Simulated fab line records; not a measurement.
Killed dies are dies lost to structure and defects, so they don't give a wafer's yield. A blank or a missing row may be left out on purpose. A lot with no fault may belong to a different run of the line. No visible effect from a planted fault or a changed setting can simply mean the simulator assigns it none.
Comparing a struck lot with a sound one | flow berkeley cmos170 | 14 steps out of a route of 331
Sound: these wafers, L366.2, L366.3, L366.4. Wafers struck: L374.2, L374.3, L374.4. The cause is named last.
For every step that has rows: the tool of each side, followed by ch and its chambers, followed by its first start. Under that, the readings that differ: sound wafers | struck wafers | difference of the means | sigmas: that difference in standard deviations of wafers without a fault.
alike: readings whose means differ by less than 2 such deviations, and words and numbers that are the same on both sides. not compared: withheld readings, readings that some wafer has no value for, bounds like >300 that may hide the same value, and numbers for which the record gives no deviation and whose values overlap.
The two part at a step that has a row with sigmas, a row that says differs or no value, or rows on one side only. Non-overlapping numbers with no deviation appear without sigmas and do not part them. A reading that every wafer of one side lacks parts them only if that side has two wafers or more.

first, 4 steps without rows for these wafers: UCB170_NWELL_WET_ETCH_19 (etches SiO2 in BOE, time 22 s); UCB170_PWELL_CLEAN_00 (cleans in SPM, time 600 s); UCB170_PWELL_CLEAN_01 (cleans in dHF, time 60 s); UCB170_PWELL_OXIDATION_02 (target thk 26.4 nm, ox time 1260 s).
UCB170_PWELL_THK_MEAS_03:
  sound: film metro-03 at day 3 19:56; struck: film metro-03 at day 5 19:19
  reading              | sound          | struck         | difference | sigmas
  PWELL_OXIDE_THK (nm) | 27.6 28.0 27.5 | 26.6 26.7 26.6 | -1.1       | -2
then, 2 steps without rows for these wafers: UCB170_PWELL_ANNEAL_04 (time 900 s); UCB170_PWELL_CVD_05 (deposits Si3N4 from SiH2Cl2/NH3, target thk 220 nm, time 3300 s).
UCB170_PWELL_THK_MEAS_06:
  sound: film metro-03 at day 4 03:20; struck: film metro-02 at day 6 02:59
  alike: PWELL_NITRIDE_THK
then, 4 steps without rows for these wafers: UCB170_PWELL_HMDS_07 (prime time 60 s); UCB170_PWELL_COAT_08 (resist thk 900 nm); UCB170_PWELL_SOFTBAKE_09 (time 60 s); UCB170_PWELL_EXPOSE_10 (exposes mask PWELL, target cd 3000 nm).
UCB170_PWELL_PEB_11:
  sound on litho track-03 ch 0, day 4 04:10; struck on litho track-01, day 6 03:46
  no value came back on the struck wafers for chill plate temp C (C), exhaust pa (Pa); on the sound wafers chill plate temp C (C) reads 23.03 22.94 22.94
then, 1 step without rows for these wafers: UCB170_PWELL_DEVELOP_12 (develop time 45 s).

WHERE THEY PART
Earliest at UCB170_PWELL_THK_MEAS_03; latest, in this record, at UCB170_PWELL_PEB_11.

WHY: whatever the simulator had introduced
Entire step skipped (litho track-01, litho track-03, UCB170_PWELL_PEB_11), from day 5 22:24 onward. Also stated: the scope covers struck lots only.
